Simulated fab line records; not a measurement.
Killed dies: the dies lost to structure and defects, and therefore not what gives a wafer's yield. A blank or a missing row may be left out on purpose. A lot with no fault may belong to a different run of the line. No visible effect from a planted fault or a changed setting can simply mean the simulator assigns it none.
Shared-tool check ; flow berkeleyCmos170 ; 48 wafers sampled across 14 lots

REASON IT WAS OPENED
UCB170_PWELL_THK_MEAS_06, reading PWELL_NITRIDE_THK: flagged on 2 of 14 lots. Fault-free wafers read 220.1 nm, with a standard deviation of 1.8.
Rule: flag the lot when none of its wafers has a number, or when each of its wafers that has one lies beyond 4 standard deviations from that mean. The other lots count as sound.

lot;measured;on;PWELL_NITRIDE_THK (nm), wafer by wafer;flag
L485;day 3 06:40;filmMetro-02;220.3 219.2 222.4;
L487;day 3 15:41;filmMetro-04;221.4 220.9 222.2;
L488;day 3 15:41;filmMetro-02;217.4 217.5 217.1;
L486;day 3 15:42;filmMetro-03;221.1 221.0 218.5;
L490;day 4 04:34;filmMetro-02;219.6 218.3 219.9;
L489;day 4 04:35;filmMetro-03;222.1 219.9 222.0;
L491;day 4 14:07;filmMetro-02;222.5 223.1 220.9;
L492;day 4 14:09;filmMetro-04;217.0 217.5 218.1;
L493;day 4 22:11;filmMetro-03;219.1 219.2 219.1;
L495;day 5 08:14;filmMetro-02;217.5 217.6 218.9;
L496;day 5 08:19;filmMetro-02;221.1 221.6 220.5;
L494;day 5 08:22;filmMetro-02;218.8 216.4 217.6;
L500;day 6 10:35;filmMetro-04;232.4 233.3 233.8 232.2 233.1 233.7;FLAGGED
L503;day 6 20:02;filmMetro-04;231.8 229.6 230.2 232.1 229.3 230.3;FLAGGED
On average the flagged lots' numbers are 231.8 nm, which is +11.7 nm against the usual, or +7 standard deviations.

WHICH TOOL RAN EACH LOT
2 process steps preceding the reading are held in the record, out of 331 steps in the route. Cell contents, in order: the tool; ch with the chambers the sampled wafers went through; the start.
lot;flag;UCB170_NWELL_STRIP_15;UCB170_PWELL_CVD_05
L485;;plasmaAsher-03 ch 0,1, day 2 15:36;lpcvd-02 ch 0, day 3 04:45
L487;;plasmaAsher-02 ch 0,1, day 3 02:55;lpcvd-02 ch 0, day 3 13:46
L488;;plasmaAsher-04 ch 0,1, day 3 02:40;lpcvd-02 ch 1, day 3 13:46
L486;;plasmaAsher-02 ch 0,1, day 2 22:49;lpcvd-02 ch 0, day 3 13:46
L490;;plasmaAsher-02 ch 0,1, day 3 11:32;lpcvd-01 ch 1, day 4 02:38
L489;;plasmaAsher-02 ch 0,1, day 3 12:08;lpcvd-01 ch 1, day 4 02:38
L491;;plasmaAsher-04 ch 0,1, day 3 21:58;lpcvd-02 ch 1, day 4 12:12
L492;;plasmaAsher-03 ch 0,1, day 3 21:44;lpcvd-02 ch 0, day 4 12:12
L493;;plasmaAsher-02 ch 0,1, day 4 04:31;lpcvd-02 ch 1, day 4 20:16
L495;;plasmaAsher-04 ch 0,1, day 4 13:01;lpcvd-01 ch 0, day 5 06:17
L496;;plasmaAsher-03 ch 0,1, day 4 13:05;lpcvd-01 ch 1, day 5 06:17
L494;;plasmaAsher-02 ch 1, day 4 12:49;lpcvd-01 ch 1, day 5 06:17
L500;FLAGGED;plasmaAsher-04 ch 0,1, day 5 17:28;lpcvd-01 ch 1, day 6 08:39
L503;FLAGGED;plasmaAsher-03 ch 0,1, day 6 01:55;lpcvd-01 ch 1, day 6 18:07
What these steps do:
- UCB170_NWELL_STRIP_15: strips in O2.
- UCB170_PWELL_CVD_05: deposits Si3N4 from SiH2Cl2/NH3, target thk 220 nm, time 3300 s.
- UCB170_PWELL_THK_MEAS_06

FLAGGED OVER TOTAL, TOOL BY TOOL (the gauges that took the reading come last)
step;tool;lots run;flagged;share of the flagged lots;sound lots run after its first flagged lot
UCB170_NWELL_STRIP_15;plasmaAsher-02;6;0;none;-
UCB170_NWELL_STRIP_15;plasmaAsher-03;4;1;some;0
UCB170_NWELL_STRIP_15;plasmaAsher-04;4;1;some;0
UCB170_PWELL_CVD_05;lpcvd-01;7;2;all;0
UCB170_PWELL_CVD_05;lpcvd-02;7;0;none;-
UCB170_PWELL_THK_MEAS_06;filmMetro-02;7;0;none;-
UCB170_PWELL_THK_MEAS_06;filmMetro-03;3;0;none;-
UCB170_PWELL_THK_MEAS_06;filmMetro-04;4;2;all;0

WHAT THE TABLE PERMITS
Every flagged lot went through 2 rows of the table: lpcvd-01 at UCB170_PWELL_CVD_05 and filmMetro-04 at UCB170_PWELL_THK_MEAS_06.
- lpcvd-01 at UCB170_PWELL_CVD_05: 2 of its 7 lots flagged. Last sound lot L494 at day 5 06:17, first flagged lot L500 at day 6 08:39; a fault beginning in between fits. Its own readings lie more than 4 standard deviations out on every wafer of the flagged lots: sih2cl2FlowSccm.
- filmMetro-04 at UCB170_PWELL_THK_MEAS_06: 2 of its 4 lots flagged. Last sound lot L492 at day 4 14:09, first flagged lot L500 at day 6 10:35; a fault beginning in between fits.
Because each of these 2 tools fits a fault that began at some hour, counting lots does not separate them. More lots, or a look at what each step does to the wafer, might.

WHAT THE SIMULATOR PUT IN
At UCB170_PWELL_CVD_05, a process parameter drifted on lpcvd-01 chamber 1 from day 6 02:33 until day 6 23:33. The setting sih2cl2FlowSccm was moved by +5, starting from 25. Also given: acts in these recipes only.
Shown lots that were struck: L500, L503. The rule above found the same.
